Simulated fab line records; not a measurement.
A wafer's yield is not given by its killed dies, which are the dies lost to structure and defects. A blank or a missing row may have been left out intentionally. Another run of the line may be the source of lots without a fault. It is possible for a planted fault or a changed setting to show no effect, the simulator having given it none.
Split-lot trial | flow rit_cmos | route with 202 steps; 5 lots, 20 wafers read

THE SPLIT ITSELF
At RIT_GATE_DEVELOP_15 (develop time 50 s), the setting develop_time_s was moved away from the recipe's 50 s on 7 of the 20 wafers read, by +3.8% to +14.6%. For the rest of the wafers, this setting stayed at what the recipe calls for.

FROM THE SPLIT TO THE READING: what the file shows between them, 4 steps
- RIT_GATE_HARDBAKE_18: time 60 s
- RIT_GATE_ETCH_19: etches poly-Si in SF6/CHF3/O2, stops on SiO2, time 165 s, target depth 312.5 nm
- RIT_REOX_OXIDATION_03: target thk 25.2 nm, ox time 5580 s (also split here: temp_c)
- RIT_REOX_THK_MEAS_04

THE READING
etest.pmos_0p15.r_on_ohm_um (the simulator's own value, which no gauge read), at RIT_M1_PROBE_99. There is no usual value for it anywhere in the file. Across the 13 wafers here that went through the recipe, the average is 2883 and the standard deviation 2.1e+02.

wafer  | tool, chamber at the split | develop_time_s as run, s | against the recipe | etest.pmos_0p15.r_on_ohm_um | against lot-mates on the recipe
L076.3 | litho_track-04, 0          | 52.96                    | +5.9%              | 2675                        | -182
L076.4 | litho_track-04, 0          | 50                       | recipe             | 2874                        | -
L076.5 | litho_track-04, 0          | 50                       | recipe             | 2839                        | -
L077.1 | litho_track-03, 0          | 51.91                    | +3.8%              | 2920                        | -206
L077.2 | litho_track-03, 0          | 50                       | recipe             | 3051                        | -
L077.3 | litho_track-03, 0          | 50                       | recipe             | 3200                        | -
L077.4 | litho_track-03, 0          | 51.91                    | +3.8%              | 2946                        | -180
L077.6 | litho_track-03, 0          | 51.91                    | +3.8%              | 2900                        | -226
L079.1 | litho_track-02, 0          | 50                       | recipe             | 2557                        | -
L079.3 | litho_track-02, 0          | 50                       | recipe             | 2739                        | -
L079.5 | litho_track-02, 0          | 50                       | recipe             | 2675                        | -
L079.6 | litho_track-02, 0          | 50                       | recipe             | 2642                        | -
L081.1 | litho_track-03, 0          | 57.28                    | +14.6%             | 2645                        | -548
L081.3 | litho_track-03, 0          | 50                       | recipe             | 3222                        | -
L081.4 | litho_track-03, 0          | 57.28                    | +14.6%             | 2624                        | -569
L081.5 | litho_track-03, 0          | 57.28                    | +14.6%             | 2628                        | -565
L081.6 | litho_track-03, 0          | 50                       | recipe             | 3164                        | -
L084.2 | litho_track-03, 0          | 50                       | recipe             | 2803                        | -
L084.4 | litho_track-03, 0          | 50                       | recipe             | 2892                        | -
L084.6 | litho_track-03, 0          | 50                       | recipe             | 2820                        | -

THE FIT
A straight line over all 20 wafers: etest.pmos_0p15.r_on_ohm_um changes by -17.3 for each +1% of develop_time_s; r = -0.46; the points scatter about the line by 1.8e+02.
The same after taking each lot's own level away (the mean of its wafers on the recipe; 20 wafers): -38.5 for each +1%; r = -0.97; scatter 51.
That fit puts the effect of the largest move of develop_time_s on the reading at 5.6e+02.
The span of the lots' own levels, 2653.2 to 3193.0, comes to 2.6 times the standard deviation stated above.
So the lot-to-lot level blurs the effect unless lot-mates are compared.
Check: with one of the wafers moved furthest among these (+14.6%) left out of the fit, the line predicts -575 for it against its lot-mates. It came out at -548 against them.

ADDITIONAL SPLITS CARRIED BY THESE WAFERS
These wafers also went through other splits before the reading. Each is held against what the fit with the lots' levels taken away leaves over:
other split on the same wafers  | wafers away from the commonest value | r with etest.pmos_0p15.r_on_ohm_um (lot level and that fit taken away)
RIT_ACTIVE_CVD_03 temp_c        | 15                                   | -0.08
RIT_ACTIVE_ETCH_13 time_s       | 6                                    | -0.18
RIT_FOX1_OXIDATION_00 ox_time_s | 12                                   | -0.17
RIT_NWELL_COAT_01 spin_rpm      | 8                                    | +0.23
RIT_PWELL_COAT_01 resist_thk_nm | 9                                    | -0.02
RIT_PWELL_IMPLANT_08 dose_cm2   | 6                                    | +0.27
RIT_PRETRO_COAT_01 spin_rpm     | 4                                    | -0.06
RIT_PRETRO_SOFTBAKE_02 time_s   | 6                                    | +0.20
RIT_REOX_OXIDATION_03 temp_c    | 10                                   | -0.12

THE WHOLE CHAIN: every reading that the file lists as answering this split, in the file's order
step             | what it does                                                                    | reading                                                                        | change (the file's fit)              | r (the file's)
RIT_GATE_ETCH_19 | etches poly-Si in SF6/CHF3/O2, stops on SiO2, time 165 s, target depth 312.5 nm | GATE.cd_nm (the simulator's own value, which no gauge read)                    | -1.86 nm for each +1% of the setting | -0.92
RIT_M1_PROBE_99  |                                                                                 | etest.pmos_turned.r_on_ohm_um (the simulator's own value, which no gauge read) | -38.3 for each +1% of the setting    | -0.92
RIT_M1_PROBE_99  |                                                                                 | etest.pmos_0p3.r_on_ohm_um (the simulator's own value, which no gauge read)    | -41.3 for each +1% of the setting    | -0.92
RIT_M1_PROBE_99  |                                                                                 | etest.pmos_0p15.r_on_ohm_um (the simulator's own value, which no gauge read)   | -38.7 for each +1% of the setting    | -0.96

FILE'S OWN FIT
etest.pmos_0p15.r_on_ohm_um changes by -38.7 for each +1% of develop_time_s, r = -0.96.
